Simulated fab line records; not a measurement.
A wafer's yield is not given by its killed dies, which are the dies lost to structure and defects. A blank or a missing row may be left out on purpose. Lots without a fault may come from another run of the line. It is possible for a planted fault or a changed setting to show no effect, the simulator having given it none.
fab line records | flow rit_cmos | part 2 of 2: steps 33 to 45 of 45
record lots=5 | wafers=15 | last_day=7
route steps=202 shown NWELL@36 PWELL@39 WELLDRIVE@50 NRETRO@53 PRETRO@64 GATE@75 FOX2@80
lots with no fault: from the same line, run without faults
start_h: start of the lot's first displayed wafer, in hours after the record's first day | wait_h: hours since the lot's step before | " unchanged from the row above | L1.1+2: one row covering several wafers at once | - no value present, or no start provided | * or withheld: withheld | < > ~ a bound
route shown NAME@n: a module of which the file shows steps, and the number in the route of the first | usual: average and standard deviation across the fault-free wafers | same: alike in all rows | chamber/n: place in a boat | sites: each site's reading | _std_site: the standard deviation of these | _edge_site: the outer-site mean with the inner-site mean subtracted | radius_mm: for every site, how far away it sits from the centre of the wafer | mask NAME#n: copy n | behind: the last tool/chamber to shape the wafer | hold: what put the lot on hold/how long, in hours/how the hold closed | device: which transistor (n, p or np) failed to switch | end of line: the tests these same wafers got at the end of their route | a step given without rows: its recipe and nothing more | killed: dies that structure and defects cost at the first sort, which is not the same as the wafer's yield | map: the dies of a wafer, with x for killed, . for not killed, _ for no die there
set.NAME: the setting the step ran with; set.NAME@STEP: the setting that earlier step ran with | model.NAME: the simulator's own value behind a step, which no gauge read
lots at selected steps of the route; one table per step, one row per wafer
services: from which hour (start_h, from the record's first day; less than 0 if before it) a tool's chamber was out of use, for how many hours, and why
## steps
# step RIT_PRETRO_PEB_04
# recipe resist=NOVOLAK | temp_c=withheld | time_s=withheld
lot.wafer  | tool           | chamber | start_h | wait_h
L074.1+2+4 | litho_track-03 | 0       | 30.81   | 0.1
L082.3+4+6 | litho_track-04 | 0       | 71.62   | 0.1
L087.1+2+3 | litho_track-04 | 0       | 95.70   | 0.1
L089.1+4+6 | litho_track-04 | 0       | 106.96  | 0.1
L094.1+3+4 | litho_track-03 | 0       | 130.27  | 0.1
# step RIT_PRETRO_DEVELOP_05
# recipe resist=NOVOLAK | develop_time_s=68 | dev_temp_c=23
lot.wafer  | tool           | chamber | start_h | wait_h
L074.1+2+4 | litho_track-03 | 0       | -       | -
L082.3+4+6 | litho_track-04 | 0       | -       | -
L087.1+2+3 | litho_track-04 | 0       | -       | -
L089.1+4+6 | litho_track-04 | 0       | -       | -
L094.1+3+4 | litho_track-03 | 0       | -       | -
# step RIT_PRETRO_OVL_MEAS_06
# usual PRETRO_OVL=0.7/1.5
lot.wafer | tool       | chamber | start_h | wait_h | PRETRO_OVL[nm]
L074.1    | overlay-02 | -       | 31.12   | -      | -0.4
L074.2    | "          | -       | "       | "      | -1.5
L074.4    | "          | -       | "       | "      | -1.7
L082.3    | overlay-02 | -       | 71.89   | -      | 0.6
L082.4    | "          | -       | "       | "      | -0.9
L082.6    | "          | -       | "       | "      | -0.4
L087.1    | overlay-01 | -       | 96.01   | -      | 1.6
L087.2    | "          | -       | "       | "      | 1.0
L087.3    | "          | -       | "       | "      | 1.0
L089.1    | overlay-02 | -       | 107.27  | -      | 1.6
L089.4    | "          | -       | "       | "      | 2.9
L089.6    | "          | -       | "       | "      | 3.0
L094.1    | overlay-02 | -       | 130.59  | -      | 1.0
L094.3    | "          | -       | "       | "      | 2.1
L094.4    | "          | -       | "       | "      | 2.3
# step RIT_PRETRO_HARDBAKE_07
# recipe resist=NOVOLAK | temp_c=140 | time_s=120
lot.wafer  | tool           | chamber | start_h | wait_h
L074.1+2+4 | litho_track-02 | 0       | 31.16   | 0.0
L082.3+4+6 | litho_track-04 | 0       | 72.00   | 0.1
L087.1+2+3 | litho_track-03 | 0       | 96.05   | 0.0
L089.1+4+6 | litho_track-03 | 0       | 107.50  | 0.2
L094.1+3+4 | litho_track-03 | 0       | 130.62  | 0.0
# step RIT_PRETRO_IMPLANT_08
# recipe species=B | energy_kev=45 | dose_cm2=1.2e+13 | tilt_deg=7
# usual dose_ions_cm2=1.2002e+13/1.3e+10
lot.wafer | tool         | chamber | start_h | wait_h | dose_ions_cm2
L074.1    | implanter-01 | 0       | 31.41   | 0.2    | 1.2036e+13
L074.2    | "            | 0       | "       | "      | 1.2028e+13
L074.4    | "            | 0       | "       | "      | 1.2014e+13
L082.3    | implanter-02 | 0       | 72.22   | 0.2    | 1.1985e+13
L082.4    | "            | 0       | "       | "      | 1.1993e+13
L082.6    | "            | 0       | "       | "      | 1.2019e+13
L087.1    | implanter-03 | 0       | 96.30   | 0.2    | 1.2005e+13
L087.2    | "            | 0       | "       | "      | 1.1998e+13
L087.3    | "            | 0       | "       | "      | 1.1996e+13
L089.1    | implanter-02 | 0       | 107.75  | 0.2    | 1.2021e+13
L089.4    | "            | 0       | "       | "      | 1.2031e+13
L089.6    | "            | 0       | "       | "      | 1.2008e+13
L094.1    | implanter-02 | 0       | 130.87  | 0.2    | 1.2006e+13
L094.3    | "            | 0       | "       | "      | 1.198e+13
L094.4    | "            | 0       | "       | "      | 1.2003e+13
# step RIT_PRETRO_STRIP_09
# recipe chemistry=O2 | time_s=180 | resist=NOVOLAK | platen_temp_c=withheld | power_w=500 | pressure_mtorr=4000 | o2_flow_sccm=4000
# usual chamber_pressure_mTorr=4000/3.6 | drypump_motor_current_A=5.8/0.57 | rf_refl_power_W=5.7/1.1
lot.wafer | tool            | chamber | start_h | wait_h | chamber_pressure_mTorr | drypump_motor_current_A | rf_hours_counter_h | rf_refl_power_W
L074.1    | plasma_asher-04 | 1       | 31.56   | 0.1    | 4006                   | 5.3                     | 24                 | 4.3
L074.2    | "               | 0       | "       | "      | 3994                   | 5.7                     | 24                 | 6.2
L074.4    | "               | 1       | "       | "      | 3997                   | 5.3                     | -                  | 4.2
L082.3    | plasma_asher-03 | 0       | 72.38   | 0.1    | 4005                   | 4.9                     | -                  | 7.9
L082.4    | "               | 1       | "       | "      | 3999                   | 6.2                     | -                  | 5.5
L082.6    | "               | 0       | "       | "      | 4002                   | 4.9                     | -                  | 7.8
L087.1    | plasma_asher-01 | 1       | 96.45   | 0.1    | 3999                   | 5.9                     | 46                 | 5.1
L087.2    | "               | 0       | "       | "      | 4000                   | 6.6                     | 46                 | 6.2
L087.3    | "               | 1       | "       | "      | 4002                   | 5.9                     | -                  | 5.0
L089.1    | plasma_asher-01 | 0       | 107.90  | 0.1    | 3996                   | 6.6                     | 47                 | 6.3
L089.4    | "               | 0       | "       | "      | 3994                   | 6.6                     | -                  | 6.2
L089.6    | "               | 0       | "       | "      | 3995                   | 6.6                     | -                  | 6.2
L094.1    | plasma_asher-01 | 0       | 131.02  | 0.1    | 4001                   | 6.6                     | 1                  | 6.3
L094.3    | "               | 1       | "       | "      | 4000                   | 5.9                     | -                  | 5.1
L094.4    | "               | 0       | "       | "      | 3997                   | 6.6                     | -                  | 6.2
# step RIT_PRETRO_TW_MEAS_10
# usual PRETRO_TW=475/4.9
lot.wafer | tool          | chamber | start_h | wait_h | PRETRO_TW
L074.1    | film_metro-03 | -       | 31.73   | 0.1    | 479
L074.2    | "             | -       | "       | "      | 478
L074.4    | "             | -       | "       | "      | 478
L082.3    | film_metro-04 | -       | 72.51   | 0.1    | 470
L082.4    | "             | -       | "       | "      | 473
L082.6    | "             | -       | "       | "      | 470
L087.1    | film_metro-03 | -       | 96.62   | 0.1    | 477
L087.2    | "             | -       | "       | "      | 478
L087.3    | "             | -       | "       | "      | 480
L089.1    | film_metro-02 | -       | 108.07  | 0.1    | 471
L089.4    | "             | -       | "       | "      | 473
L089.6    | "             | -       | "       | "      | 469
L094.1    | film_metro-04 | -       | 131.20  | 0.1    | 474
L094.3    | "             | -       | "       | "      | 477
L094.4    | "             | -       | "       | "      | 474
# step RIT_GATE_WET_ETCH_00
# recipe chemistry=BOE | target=SiO2 | target_depth_nm=56 | time_s=60 | dry=n2_spin | dilution=10:1 | temp_c=21.5
lot.wafer  | tool         | chamber | start_h | wait_h
L074.1+2+4 | wet_bench-04 | 2       | 31.79   | 0.1
L082.3+4+6 | wet_bench-02 | 2       | 72.55   | 0.0
L087.1+2+3 | wet_bench-04 | 1       | 96.68   | 0.1
L089.1+4+6 | wet_bench-02 | 0       | 108.13  | 0.1
L094.1+3+4 | wet_bench-03 | 0       | 131.26  | 0.1
# step RIT_GATE_CLEAN_01
# recipe chemistry=SC1 | mix=3:3:50 | time_s=600 | temp_c=75
lot.wafer  | tool         | chamber | start_h | wait_h
L074.1+2+4 | wet_bench-02 | 1       | 31.82   | 0.0
L082.3+4+6 | wet_bench-03 | 1       | 72.58   | 0.0
L087.1+2+3 | wet_bench-03 | 2       | 96.71   | 0.0
L089.1+4+6 | wet_bench-04 | 0       | 108.16  | 0.0
L094.1+3+4 | wet_bench-02 | 1       | 131.28  | 0.0
# step RIT_GATE_CLEAN_02
# recipe chemistry=dHF | dilution=50:1 | time_s=31.25
lot.wafer  | tool         | chamber | start_h | wait_h
L074.1+2+4 | wet_bench-03 | 1       | 31.99   | 0.0
L082.3+4+6 | wet_bench-02 | 0       | 72.75   | 0.0
L087.1+2+3 | wet_bench-04 | 0       | 96.88   | 0.0
L089.1+4+6 | wet_bench-03 | 0       | 108.34  | 0.0
L094.1+3+4 | wet_bench-04 | 0       | 131.47  | 0.0
# step RIT_GATE_CLEAN_03
# recipe chemistry=SC2 | mix=3:3:50 | time_s=600 | temp_c=75 | dry=n2_spin
lot.wafer  | tool         | chamber | start_h | wait_h
L074.1+2+4 | wet_bench-04 | 2       | 32.01   | 0.0
L082.3+4+6 | wet_bench-03 | 3       | 72.77   | 0.0
L087.1+2+3 | wet_bench-02 | 2       | 96.90   | 0.0
L089.1+4+6 | wet_bench-04 | 3       | 108.35  | 0.0
L094.1+3+4 | wet_bench-03 | 1       | 131.49  | 0.0
# step RIT_GATE_CLEAN_04
# recipe chemistry=dHF | dilution=50:1 | time_s=60 | dry=n2_spin
lot.wafer  | tool         | chamber | start_h | wait_h
L074.1+2+4 | wet_bench-02 | 2       | 32.19   | 0.0
L082.3+4+6 | wet_bench-04 | 3       | 72.95   | 0.0
L087.1+2+3 | wet_bench-03 | 3       | 97.11   | 0.0
L089.1+4+6 | wet_bench-03 | 0       | 108.53  | 0.0
L094.1+3+4 | wet_bench-02 | 3       | 131.66  | 0.0
# step RIT_FOX2_THK_MEAS_91
# recipe reads=SiO2_of_FOX2_OXIDATION_00
# usual FIELD_OXIDE_LEFT_2_THK=257/8.1
lot.wafer | tool          | chamber | start_h | wait_h | FIELD_OXIDE_LEFT_2_THK[nm]
L074.1    | film_metro-01 | -       | 32.21   | 0.0    | 262
L074.2    | "             | -       | "       | "      | 262
L074.4    | "             | -       | "       | "      | 258
L082.3    | film_metro-02 | -       | 72.99   | 0.0    | 253
L082.4    | "             | -       | "       | "      | 248
L082.6    | "             | -       | "       | "      | 250
L087.1    | film_metro-03 | -       | 97.13   | 0.0    | 268
L087.2    | "             | -       | "       | "      | 264
L087.3    | "             | -       | "       | "      | 260
L089.1    | film_metro-02 | -       | 108.55  | 0.0    | 254
L089.4    | "             | -       | "       | "      | 251
L089.6    | "             | -       | "       | "      | 256
L094.1    | film_metro-02 | -       | 131.69  | 0.0    | 255
L094.3    | "             | -       | "       | "      | 256
L094.4    | "             | -       | "       | "      | 254
## services
tool             | chamber | start_h | hours | kind
plasma_asher-03  | -       | -1.87   | 13.1  | repair
furnace-03       | -       | 2.85    | 3.7   | pm
plasma_asher-01  | -       | 4.08    | 0.6   | repair
furnace-03       | -       | 6.53    | 1.4   | pm
implanter-03     | -       | 13.89   | 27.7  | pm
furnace-04       | -       | 26.33   | 3.9   | pm
implanter-04     | -       | 28.62   | 1.2   | repair
furnace-04       | -       | 31.56   | 16.5  | pm
implanter-04     | -       | 42.59   | 1.1   | repair
wet_bench-03     | -       | 46.26   | 23.1  | pm
iline_stepper-02 | -       | 47.82   | 4.0   | repair
plasma_asher-04  | -       | 56.96   | 2.5   | repair
implanter-03     | -       | 57.19   | 6.4   | repair
furnace-03       | -       | 63.56   | 3.9   | pm
furnace-02       | -       | 79.21   | 3.8   | pm
implanter-01     | -       | 84.56   | 7.5   | pm
plasma_asher-01  | -       | 108.75  | 9.0   | pm
plasma_asher-01  | 0       | 108.75  | 9.0   | vent_cycle
plasma_asher-01  | 1       | 108.75  | 9.0   | vent_cycle
iline_stepper-01 | 0       | 115.92  | -     | calibration
plasma_asher-01  | 0       | 117.75  | -     | clean
plasma_asher-01  | 1       | 117.75  | -     | clean
implanter-03     | -       | 124.95  | 3.2   | pm
implanter-04     | -       | 126.82  | 9.4   | repair
